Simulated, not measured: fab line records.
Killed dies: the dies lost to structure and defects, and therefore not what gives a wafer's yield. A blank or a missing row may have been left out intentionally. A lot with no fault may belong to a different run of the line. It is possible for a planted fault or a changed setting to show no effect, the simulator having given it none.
Comparing a struck lot with a sound one | flow berkeleyCmos170 | 14 steps out of a route of 331
Sound: these wafers, L869.1, L869.4, L869.6. Wafers struck: L867.2, L867.4, L867.6. The cause is given at the end.
Each step with rows lists, per side, the tool, then ch with its chambers, then its first start. Under that, the readings that differ: sound wafers | struck wafers | difference of the means | sigmas: that difference in standard deviations of wafers without a fault.
alike: readings whose means differ by less than 2 such deviations, and words and numbers that are the same on both sides. not compared: withheld readings, readings that some wafer has no value for, bounds like >300 that may hide the same value, and numbers for which the record gives no deviation and whose values overlap.
A row with sigmas, a row that says differs or no value, or rows on one side alone: a step with any of these is where the two part. Numbers that have no deviation but don't overlap get no sigmas and don't part them. Lack of a reading on every wafer of one side parts them only where that side has two or more wafers.

first, 2 steps without rows for these wafers: UCB170_PWELL_ANNEAL_04 (time 900 s); UCB170_PWELL_CVD_05 (deposits Si3N4 from SiH2Cl2/NH3, target thk 220 nm, time 3300 s).
UCB170_PWELL_THK_MEAS_06:
  sound on filmMetro-01, day 6 20:31; struck on filmMetro-04, day 6 16:50
reading                | sound             | struck            | difference | sigmas
PWELL_NITRIDE_THK (nm) | 217.2 218.1 217.2 | 223.7 222.3 222.6 | +5.4       | +2
then, 6 steps without rows for these wafers: UCB170_PWELL_HMDS_07 (prime time 60 s); UCB170_PWELL_COAT_08 (resist thk 900 nm); UCB170_PWELL_SOFTBAKE_09 (time 60 s); UCB170_PWELL_EXPOSE_10 (exposes mask PWELL, target cd 3000 nm); UCB170_PWELL_PEB_11; UCB170_PWELL_DEVELOP_12 (develop time 45 s).
UCB170_PWELL_OVL_MEAS_13:
  sound on overlay-02, day 6 22:01; struck on overlay-01, day 6 18:44
  alike: PWELL_OVL
UCB170_PWELL_ETCH_14: etches Si3N4 in CH3F/Ar/O2, stops on SiO2, target depth 242 nm, time 151 s.
  sound on rieDiel-03 ch 0,1, day 6 22:03; struck on rieDiel-03 ch 0,1,3, day 6 18:46
  alike: drypumpMotorCurrentA, mfcArSccm, oesProductAu, throttleValvePct
  not compared: rfHoursCounterH
following that, these wafers have no rows for 1 step: UCB170_PWELL_IMPLANT_15.
UCB170_PWELL_STRIP_16: strips in O2.
  sound on plasmaAsher-04 ch 0, day 6 22:18; struck on plasmaAsher-02 ch 0, day 6 19:01
  no value came back on the struck wafers for chamberPressureMTorr (mTorr), drypumpMotorCurrentA (A), oesProductAu (a.u.), stripTimeToEndpointS (s); on the sound wafers chamberPressureMTorr (mTorr) reads 3499 3502 3498
reading                               | sound | struck            | difference | sigmas
model.KrF_of_PWELL_COAT_08.thkNm (nm) | 0 0 0 | 714.8 720.8 721.5 | +719.0     | 
  not compared: rfHoursCounterH
UCB170_PWELL_TW_MEAS_17:
  sound on filmMetro-01, day 6 22:24; struck on filmMetro-01, day 6 19:07
  alike: PWELL_TW

== WHERE THEY PART ==
At UCB170_PWELL_THK_MEAS_06 first; at UCB170_PWELL_STRIP_16 last (within this record only). Later steps at which nothing parts them and some readings are alike: UCB170_PWELL_TW_MEAS_17.

WHY: what the simulator had put in
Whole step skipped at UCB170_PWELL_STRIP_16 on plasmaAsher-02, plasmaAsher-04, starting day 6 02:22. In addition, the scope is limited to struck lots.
